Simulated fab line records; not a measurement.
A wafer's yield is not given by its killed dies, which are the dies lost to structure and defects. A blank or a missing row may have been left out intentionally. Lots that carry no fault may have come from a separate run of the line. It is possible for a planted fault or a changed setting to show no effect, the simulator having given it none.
A lot that was struck, set against a sound lot :: flow ritCmos :: 15 out of 202 route steps
Sound: these wafers, L824.3, L824.4, L824.6. The struck wafers were L840.1, L840.5, L840.6. The cause comes at the end.
At each step with rows: each side's tool, then ch and its chambers, then its first start. Under that, the readings that differ: sound wafers :: struck wafers :: difference of the means :: sigmas: that difference in standard deviations of wafers without a fault.
alike: readings whose means differ by less than 2 such deviations, and words and numbers that are the same on both sides. not compared: withheld readings, readings that some wafer has no value for, bounds like >300 that may hide the same value, and numbers for which the record gives no deviation and whose values overlap.
The two part at a step that has a row with sigmas, a row that says differs or no value, or rows on one side only. Numbers that have no deviation but don't overlap get no sigmas and don't part them. A reading that every wafer of one side lacks parts them only if that side has two wafers or more.

RIT_GATE_STRIP_20: strips in O2, time 180 s.
  sound on plasmaAsher-04 ch 0,1, day 2 13:15; struck on plasmaAsher-02 ch 0,1, day 5 20:52
  alike: drypumpMotorCurrentA
  not compared: rfHoursCounterH
RIT_GATE_CD_MEAS_90 targets a cd of 150 nm.
  struck on cdSem-02, day 5 21:02; sound on cdSem-02, day 2 13:25
  alike: cdNm
then, 4 steps without rows for these wafers: RIT_REOX_CLEAN_00 (cleans in SC1, time 600 s); RIT_REOX_CLEAN_01 (cleans in dHF, time 30 s); RIT_REOX_CLEAN_02 (cleans in SC2, time 600 s); RIT_REOX_OXIDATION_03 (target thk 25.2 nm, ox time 5580 s).
RIT_REOX_THK_MEAS_04:
  struck on filmMetro-02, day 6 00:05; sound on filmMetro-03, day 2 16:26
  alike: REOX_OXIDE_THK
then, 5 steps without rows for these wafers: RIT_NLDD_HMDS_00 (prime time 60 s); RIT_NLDD_COAT_01 (resist thk 1000 nm); RIT_NLDD_SOFTBAKE_02 (time 60 s); RIT_NLDD_EXPOSE_03 (exposes mask M7, target cd 40700 nm); RIT_NLDD_PEB_04.
RIT_NLDD_DEVELOP_05: develop time 50 s.
  sound on lithoTrack-01 ch 0, day 2 17:00; struck on lithoTrack-04 ch 0, day 6 00:00
reading: developerTempC (C)
sound: 23.02 22.97 23.01
struck: 25.23 25.05 25.16
difference: +2.15
sigmas: +23
RIT_NLDD_OVL_MEAS_06:
  struck on overlay-02, day 6 00:59; sound on overlay-02, day 2 17:28
  alike: NLDD_OVL
RIT_M1_PROBE_99:
  struck on prober-01, day 6 16:19; sound on prober-01, day 3 09:38
  alike: killedAtFrontEnd, killedDies, killedOpen, killedShort

## WHERE THEY PART
At RIT_NLDD_DEVELOP_05 and nowhere else, as far as this record goes. Later steps at which nothing parts them and some readings are alike: RIT_NLDD_OVL_MEAS_06, RIT_M1_PROBE_99.

WHY: the cause the simulator had injected
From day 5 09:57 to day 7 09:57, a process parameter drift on lithoTrack-04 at RIT_NLDD_DEVELOP_05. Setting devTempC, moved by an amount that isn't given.
